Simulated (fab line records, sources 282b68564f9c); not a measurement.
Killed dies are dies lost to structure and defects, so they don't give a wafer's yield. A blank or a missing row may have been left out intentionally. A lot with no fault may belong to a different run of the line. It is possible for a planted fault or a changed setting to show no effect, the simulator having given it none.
2 desks, one fault    flow rit_cmos    only its own numbers are on each desk; what lay behind them is given at the end

METROLOGY DESK
Lot by lot, what the gauges showed, no matter which tool ran the lot: averages of those sampled wafers that carry a number. The brackets show how far a lot's mean lies from the usual mean; more than 4 standard deviations puts the lot out of limits, marked OUT.
Columns: A = PSD_OVL at RIT_PSD_OVL_MEAS_06, usual 0.2 nm; B = PSD_TW at RIT_PSD_TW_MEAS_10, usual 3428; C = PSD_RS at RIT_SDANNEAL_RS_MEAS_04, usual 115.84 ohm/sq
lot   first seen here  A     B                C
L968  day 3 07:32      -0.1  3421             116.03
L969  day 3 14:25      -0.7  3417             115.60
L970  day 3 16:06      -0.4  3429             116.06
L971  day 3 23:29      -0.8  3424             115.80
L972  day 4 02:23      -0.4  3425             115.82
L974  day 4 11:03      -0.2  3445             115.78
L975  day 4 17:52      0.3   3435             115.97
L976  day 5 00:27      0.6   3420             115.67
L978  day 5 07:43      2.1   3421             115.63
L979  day 5 15:11      -1.5  3363 (-4.1) OUT  120.06 (+18) OUT
L981  day 6 06:04      -1.0  3389             120.25 (+18) OUT
L986  day 7 05:09      0.7   3425             115.76
L987  day 7 10:31      0.3   3428             116.02
L989  day 7 22:31      0.4   3421             115.67
This desk finds L979, L981 out of limits, with the earliest case on L979 at day 5 15:41 (PSD_TW at RIT_PSD_TW_MEAS_10). In limits: L968, L969, L970, L971, L972, L974, L975, L976, L978, L986, L987, L989.

FOR THE TOOL OWNER'S DESK: implanter-03
The tool's own readings at RIT_PSD_IMPLANT_08, given as means over the sampled wafers that have a number, one for each lot that went through this tool. The brackets show how far a lot's mean lies from the usual mean; more than 4 standard deviations puts the lot out of limits, marked OUT.
Columns: A = beam_energy_keV at RIT_PSD_IMPLANT_08, usual 26.997
lot   first seen here  A
L968  day 3 07:44      26.991
L970  day 3 16:19      26.990
L971  day 3 23:47      27.000
L974  day 4 11:14      27.001
L975  day 4 18:04      27.002
L979  day 5 15:23      25.105 (-99 or more) OUT
L981  day 6 06:15      25.111 (-99 or more) OUT
Finding of this desk: L979, L981 out of limits; the first was L979 at day 5 15:23, on beam_energy_keV at RIT_PSD_IMPLANT_08. In limits: L968, L970, L971, L974, L975.

TAKEN TOGETHER
At day 5 15:23, on L979, L981, the tool owner's desk was in a position to raise an alarm.
An alarm was possible from the metrology desk at day 5 15:41, on L979, L981.
All the named lots went through RIT_PSD_IMPLANT_08 on implanter-03.

WHAT HAD BEEN PUT IN BY THE SIMULATOR
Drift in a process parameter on implanter-03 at RIT_PSD_IMPLANT_08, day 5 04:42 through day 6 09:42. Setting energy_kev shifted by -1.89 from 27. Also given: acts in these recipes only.
Struck lots among those shown: L979, L981.
Hours from the fault's start to each desk's first reading out of limits: the tool owner's desk, 11; the metrology desk, 11.
